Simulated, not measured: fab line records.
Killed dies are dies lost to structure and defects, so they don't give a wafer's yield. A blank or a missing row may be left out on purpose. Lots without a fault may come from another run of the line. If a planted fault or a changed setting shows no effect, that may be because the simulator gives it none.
Chamber matching ; flow berkeleyCmos170 ; UCB170_V1_CVD_00 on pecvd-03 has 3 sister chambers
The step deposits SiO2 from TEOS/O2, target thk 2000 nm, time 250 s. 6 wafers are shown with their chamber, then 7 later ones without.

== WAFERS, EACH WITH ITS CHAMBER ==
wafer;chamber;heaterPowerW (W)
L330.4;0;163
L335.1;2;171
L335.2;0;178
L335.3;1;381
L334.1;1;290
L334.5;2;159

== WAFERS WITH NO CHAMBER GIVEN ==
wafer;heaterPowerW (W)
L334.6;373
L336.1;236
L336.3;210
L336.5;161
L349.2;157
L349.3;342
L349.5;208

== CHAMBER TAKEN BY EACH ==
wafer;from the rows above;in truth
L334.6;1;1
L336.1;can't be placed: 0 or 2 or 1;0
L336.3;can't be placed: 0 or 2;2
L336.5;can't be placed: 2 or 0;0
L349.2;can't be placed: 2 or 0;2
L349.3;1;1
L349.5;can't be placed: 0 or 2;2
Correctly placed: 2 of 7. Not placeable from these rows: 5 (in 5, the candidates include the true chamber). Number placed wrongly: 0.
How it was worked out, from the rows above alone: a wafer's distance from a chamber is the root of the sum, over the readings, of the square of ((its reading less the chamber's mean) divided by the reading's scatter). The wafer belongs to the nearest chamber; if the next one is less than 2 further off, it can't be placed. The mean given for a chamber averages the wafers shown for that chamber. The scatter: take each reading less its chamber's mean, square it, sum over the shown wafers, divide by the number of wafers less the number of chambers, and take the root.
